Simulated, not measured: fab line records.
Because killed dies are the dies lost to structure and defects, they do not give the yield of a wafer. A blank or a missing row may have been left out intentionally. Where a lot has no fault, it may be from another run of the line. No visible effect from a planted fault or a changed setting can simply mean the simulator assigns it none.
Code-filled problem report in 8D (eight disciplines) form -- flow ritCmos -- the parts of the form that need people (team, actions taken, sign-off) are left out

== 1. THE ISSUE ==
Mean CONTACT_OVL at RIT_CONTACT_OVL_MEAS_09: 129.0 nm over 6 wafers in 2 lots; fault-free wafers: -0.3 nm, standard deviation 1.6. Measured from the usual mean, that is +81 standard deviations.
Seen first at day 5 12:25 on overlay-02, wafer L505.2. At this step, 42 wafers from 14 lots have a number in the record. By rule, "out" or "out of limits" means more than 4 standard deviations away from the usual mean. Any other wafer with a number is counted as sound.

== 2. WHAT IT IS AND WHAT IT IS NOT ==
question,is,is not
which readings at this step,CONTACT_OVL,-
which lots,"L505, L513","L496, L497, L498, L499, L500, L501, L502, L503, L504, L506, L507, L515"
which wafers of those lots,all that have a number,-
read on which gauges,"overlay-01, overlay-02",-
when,from day 5 12:25,"up to then (27 sound wafers); but 9 sound wafers of L506, L507, L515 came after"

== 3. SUSPECTS, AND WHAT RULES EACH OUT ==
Counting: any tool at a process step up to the reading is kept as a suspect provided that every lot that is out went through it and no sound lot did after the first of them.
- the gauge at RIT_CONTACT_OVL_MEAS_09 has been ruled out. Those wafers that are out were read across 2 gauges (overlay-01, overlay-02).
- ilineStepper-02 at RIT_CONTACT_EXPOSE_05 (exposes mask M11, target cd 1000 nm): kept. All lots that are out passed through it, beginning with L505 at day 5 11:48, and no sound lot followed; its final sound lot before that point was L504 at day 5 06:13.
After counting, what remains is ilineStepper-02 at RIT_CONTACT_EXPOSE_05.

== 4. THE CAUSE (what the simulator had put in) ==
Scanner matching overlay: ilineStepper-02, from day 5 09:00 on, at RIT_CONTACT_EXPOSE_05. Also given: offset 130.
Only this tool survived the counting.

== 5. THE EFFECT CHAIN, in route order ==
Each row: a reading where the mean over the struck wafers with a number is more than 3 standard deviations away from the usual. Readings are gone through only where the record gives a usual standard deviation; hours: the median, over the lots, of the time from a lot's start at the first step in this table giving one to that lot's start at this step; sigmas: the change measured in usual standard deviations.
hours,step,reading,usual,on struck wafers,change,sigmas
0,RIT_CONTACT_OVL_MEAS_09,CONTACT_OVL,-0.3 nm,129.0,+129.3,+81

== 6. HOW IT WOULD HAVE BEEN CAUGHT EARLIER ==
3 hours passed between the start of the fault at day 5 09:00 and the first reading out of limits at a measuring or inspecting step in this record, taken at day 5 12:25.
Lots out: 2; of these, L513 started RIT_CONTACT_EXPOSE_05 on ilineStepper-02 after day 5 12:25. It would have been spared by a hold on the tool at that moment.
